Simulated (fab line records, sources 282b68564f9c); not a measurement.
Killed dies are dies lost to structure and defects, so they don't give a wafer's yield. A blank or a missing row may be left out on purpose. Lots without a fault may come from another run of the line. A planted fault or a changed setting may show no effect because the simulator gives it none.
fab line records | flow rit_cmos
record lots=13 wafers=39 last_day=8
route steps=202 shown GATE@84 M1@202
lots that met no fault: from a run of the same line without faults
start_h: hours from the record's first day to the start of the lot's first wafer shown | wait_h: hours since the lot's step before | " the same as in the row above | L1.1+2: a row that stands for several wafers | - no value, or no start given | * or withheld: withheld | < > ~ a bound
route shown NAME@n: a module of which the file shows steps, and the number in the route of the first | usual: mean/standard deviation of fault-free wafers | same: alike in all rows | chamber/n: place in a boat | sites: the reading at each site | _std_site: their standard deviation | _edge_site: outer sites' mean less inner sites' | radius_mm: how far each site lies from the wafer's centre | mask NAME#n: copy n | behind: the tool/chamber that last shaped the wafer | hold: why the lot was held/for how many hours/how that ended | device: the transistor (n, p or np) that didn't switch | end of line: the same wafers' tests at the end of the route | a step without rows: its recipe alone | killed: dies lost to structure and defects at the first sort, not the wafer's yield | map: a wafer's dies, x killed, . not, _ none there
set.NAME: the setting as run; set.NAME@STEP: as run at that earlier step | model.NAME: the simulator's own value behind a step, which no gauge read
steps of the route over a sample of lots; a table a step, a row a wafer
services: from which hour (start_h, from the record's first day; less than 0 if before it) a tool's chamber was out of use, for how many hours, and why
## steps
# step RIT_GATE_CVD_08
# recipe material=poly-Si target_thk_nm=250 temp_c=610 precursor=SiH4 time_s=2220 pressure_mtorr=300 sih4_flow_sccm=100
# usual zone_power_source_pct=11.95/0.29
# columns lot.wafer tool chamber start_h wait_h zone_power_source_pct
L206.1 lpcvd-02 1 37.96 0.1 11.64
L206.3 " 1 " " 11.88
L206.4 " 1 " " 11.84
L208.1 lpcvd-02 1 45.07 0.1 11.78
L208.2 " 1 " " 11.81
L208.5 " 1 " " 11.75
L209.2 lpcvd-01 1 50.22 0.0 12.30
L209.3 " 1 " " 12.06
L209.5 " 1 " " 11.97
L211.1 lpcvd-02 1 60.57 0.1 11.85
L211.4 " 1 " " 11.92
L211.6 " 1 " " 11.73
L212.1 lpcvd-01 1 67.95 0.1 12.03
L212.3 " 1 " " 12.14
L212.6 " 1 " " 12.08
L215.1 lpcvd-02 1 81.79 0.1 11.82
L215.5 " 1 " " 11.82
L215.6 " 1 " " 11.64
L216.1 lpcvd-01 1 86.45 0.1 11.99
L216.4 " 1 " " 11.98
L216.5 " 1 " " 12.01
L219.2 lpcvd-01 1 101.49 0.0 12.23
L219.4 " 1 " " 11.99
L219.6 " 1 " " 12.05
L221.2 lpcvd-01 1 110.92 0.0 12.11
L221.4 " 1 " " 11.99
L221.5 " 1 " " 11.87
L223.1 lpcvd-02 1 120.56 0.1 11.76
L223.5 " 1 " " 12.04
L223.6 " 1 " " 12.07
L227.2 lpcvd-01 0 140.94 0.0 12.36
L227.3 " 0 " " 12.25
L227.4 " 0 " " 12.07
L228.1 lpcvd-01 1 152.07 0.1 12.13
L228.5 " 1 " " 12.01
L228.6 " 1 " " 11.99
L229.1 lpcvd-01 1 160.51 0.1 12.09
L229.4 " 1 " " 12.17
L229.6 " 1 " " 12.23
# step RIT_GATE_THK_MEAS_09
# recipe reads=poly-Si_of_GATE_CVD_08
# usual GATE_POLY_THK=250.3/2.4
# columns lot.wafer tool chamber start_h wait_h GATE_POLY_THK[nm]
L206.1 film_metro-03 - 39.58 0.0 253.3
L206.3 " - " " 252.4
L206.4 " - " " 252.2
L208.1 film_metro-04 - 46.68 0.0 252.0
L208.2 " - " " 252.7
L208.5 " - " " 253.1
L209.2 film_metro-03 - 51.85 0.0 245.5
L209.3 " - " " 245.1
L209.5 " - " " 247.3
L211.1 film_metro-03 - 62.18 0.0 253.6
L211.4 " - " " 254.2
L211.6 " - " " 253.9
L212.1 film_metro-02 - 69.57 0.0 253.4
L212.3 " - " " 251.0
L212.6 " - " " 253.6
L215.1 film_metro-03 - 84.21 0.0 249.0
L215.5 " - " " 249.9
L215.6 " - " " 250.3
L216.1 film_metro-03 - 88.07 0.0 249.0
L216.4 " - " " 248.5
L216.5 " - " " 250.0
L219.2 film_metro-03 - 103.11 0.0 248.2
L219.4 " - " " 248.6
L219.6 " - " " 249.7
L221.2 film_metro-03 - 112.55 0.0 247.5
L221.4 " - " " 248.2
L221.5 " - " " 248.2
L223.1 film_metro-03 - 122.18 0.0 193.7
L223.5 " - " " 192.9
L223.6 " - " " 193.8
L227.2 film_metro-02 - 143.38 0.0 248.3
L227.3 " - " " 248.8
L227.4 " - " " 248.4
L228.1 film_metro-03 - 153.69 0.0 247.6
L228.5 " - " " 249.2
L228.6 " - " " 247.4
L229.1 film_metro-03 - 162.93 0.0 249.8
L229.4 " - " " 251.0
L229.6 " - " " 248.5
# step RIT_GATE_ETCH_19
# recipe chemistry=SF6/CHF3/O2 time_s=165 SF6_flow_sccm=30 CHF3_flow_sccm=30 O2_flow_sccm=5 target=poly-Si pressure_mtorr=40 rf_w=160 target_depth_a=3125 over_etch_frac=0.25 stop_on=SiO2
# usual SF6_flow_sccm=30.01/0.09 drypump_motor_current_A=5.7/0.51 oes_product_au=0.842/0.013 throttle_valve_pct=10.20/0.12
# columns lot.wafer tool chamber start_h wait_h SF6_flow_sccm drypump_motor_current_A oes_product_au rf_hours_counter_h throttle_valve_pct
L206.1 rie_si-02 2 40.99 0.1 29.94 5.6 0.848 3 10.05
L206.3 " 0 " " 30.00 4.9 0.826 3 10.04
L206.4 " 1 " " 29.87 6.4 0.853 157 10.39
L208.1 rie_si-02 1 48.05 0.1 30.04 6.4 0.864 157 10.38
L208.2 " 3 " " 30.09 5.6 0.839 116 10.12
L208.5 " 3 " " 29.90 5.5 0.846 - 10.14
L209.2 rie_si-01 1 53.05 0.1 30.00 5.0 0.850 1 10.17
L209.3 " 0 " " 29.95 5.8 0.847 145 10.34
L209.5 " 1 " " 29.82 5.0 0.841 - 10.18
L211.1 rie_si-01 3 63.46 0.1 30.02 6.4 0.840 2 10.28
L211.4 " 3 " " 29.98 6.4 0.846 - 10.28
L211.6 " 0 " " 30.11 5.8 0.866 - 10.33
L212.1 rie_si-02 1 70.91 0.1 30.02 6.4 0.863 157 10.37
L212.3 " 2 " " 30.12 5.6 0.843 3 10.06
L212.6 " 3 " " 29.96 5.5 0.841 - 10.13
L215.1 rie_si-01 1 85.56 0.1 29.98 5.0 0.854 1 10.17
L215.5 " 1 " " 30.13 5.1 0.860 - 10.17
L215.6 " 2 " " 30.05 6.0 0.830 - 10.28
L216.1 rie_si-02 2 89.41 0.1 29.99 5.6 0.835 3 10.04
L216.4 " 3 " " 29.86 5.5 0.831 - 10.14
L216.5 " 2 " " 30.08 5.5 0.851 - 10.06
L219.2 rie_si-01 1 104.32 0.1 29.99 5.0 0.851 2 10.17
L219.4 " 3 " " 29.90 6.4 0.835 2 10.30
L219.6 " 3 " " 30.02 6.4 0.839 - 10.30
L221.2 rie_si-01 2 113.83 0.1 30.05 5.9 0.825 0 10.28
L221.4 " 3 " " 30.05 6.4 0.832 2 10.28
L221.5 " 0 " " 29.92 5.8 0.860 - 10.32
L223.1 rie_si-01 2 123.69 0.1 29.85 6.0 0.689 0 10.28
L223.5 " 1 " " 29.97 5.0 0.714 - 10.16
L223.6 " 0 " " 29.93 5.8 0.722 - 10.34
L227.2 rie_si-01 2 144.95 0.1 30.02 6.0 0.816 1 10.28
L227.3 " 1 " " 30.01 5.0 0.846 2 10.18
L227.4 " 1 " " 29.97 5.0 0.850 - 10.17
L228.1 rie_si-02 0 155.03 0.1 30.03 5.0 0.828 3 10.04
L228.5 " 2 " " 29.99 5.6 0.844 - 10.06
L228.6 " 1 " " 30.10 6.4 0.841 - 10.39
L229.1 rie_si-01 1 164.27 0.1 30.05 5.1 0.858 2 10.16
L229.4 " 0 " " 30.03 5.8 0.855 0 10.35
L229.6 " 0 " " 29.95 5.8 0.845 - 10.36
# step RIT_M1_PROBE_99
# usual killed_at_contacts=0.1/0.24 killed_at_front_end=6.7/2.9 killed_dies=6.8/2.9 killed_open=3.5/2 killed_short=3.2/1.9
# same gross_dies=264 killed_at_M0_to_M3=0 killed_at_M4_up=0 killed_at_back_side=0 killed_at_other=0
# columns lot.wafer tool chamber start_h wait_h killed_at_contacts killed_at_front_end killed_dies killed_open killed_short
L221.2 prober-02 - 134.05 0.1 0 2 2 0 2
L221.4 prober-02 - 134.15 0.2 0 8 8 4 4
L221.5 prober-02 - 134.20 0.2 1 3 4 2 2
L223.1 prober-02 - 143.67 0.1 0 3 3 2 1
L223.5 prober-02 - 143.87 0.2 0 7 7 4 3
L223.6 prober-02 - 143.92 0.2 0 5 5 5 0
# killed by level:class
L221.2 REOX:geometric_particle:short=1 SILICIDE:geometric_particle:short=1
L221.4 REOX:geometric_particle:short=2 FOX1:geometric_particle:open=1 FOX1:geometric_particle:short=1 GATE:geometric_particle:open=1 SPACER:geometric_particle:open=1 SILICIDE:geometric_particle:short=1 SILICIDE:geometric_particle:open=1
L221.5 GATE:geometric_particle:short=1 GATE:geometric_particle:open=1 SILICIDE:geometric_particle:short=1 CONTACT:geometric_particle:open=1
L223.1 GATE:geometric_particle:short=1 GATE:geometric_particle:open=1 SPACER:geometric_particle:open=1
L223.5 FOX1:geometric_particle:open=3 GATE:geometric_particle:short=2 FOX2:geometric_particle:short=1 GATE:geometric_particle:open=1
L223.6 FOX1:geometric_particle:open=2 FOX2:geometric_particle:open=1 REOX:geometric_particle:open=1 SILICIDE:geometric_particle:open=1
## services
# columns tool chamber start_h hours kind
lpcvd-01 - 20.51 4.3 pm
lpcvd-01 - 31.06 0.7 repair
rie_si-01 2 47.85 - clean
rie_si-01 2 47.85 17.0 scheduled_down
rie_si-01 2 47.85 17.0 vent_cycle
rie_si-02 1 77.90 - clean
rie_si-02 1 77.90 15.8 scheduled_down
rie_si-02 1 77.90 15.8 vent_cycle
rie_si-01 2 90.19 10.8 repair
rie_si-01 1 96.68 3.8 repair
lpcvd-01 - 98.14 2.8 pm
rie_si-01 3 115.30 21.3 repair
rie_si-02 1 124.54 3.5 repair
rie_si-02 3 135.87 5.7 repair
rie_si-01 0 136.63 - clean
rie_si-01 0 136.63 13.1 scheduled_down
rie_si-01 0 136.63 13.1 vent_cycle
lpcvd-02 - 153.23 0.4 repair
rie_si-02 - 162.96 4.0 pm
## key
first_sign step=RIT_GATE_THK_MEAS_09 reading=GATE_POLY_THK direction=down sigmas=23 usual=250.3 struck=193.4
effect step=RIT_GATE_ETCH_19 reading=oes_product_au direction=down sigmas=11 usual=0.842 struck=0.708
met_at RIT_GATE_CVD_08
struck_lots L223
struck_wafers L223.1,L223.5,L223.6
tester_left_out L223
onset_between 81.79 120.56
fault kind=process_parameter_drift tool=lpcvd-02 chamber=1 onset_h=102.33 steps=RIT_GATE_CVD_08 channel=target_thk_nm offset=-55.797 shape=step end_h=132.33 acts_in=these_recipes_only stated=250
# tester_left_out: of these lots the tester's yield and bins aren't shown, on N5 and GAA mostly nor the transistor test; their killed dies are dies lost to structure and defects alone, not to doping, threshold or leakage, so they don't give the yield
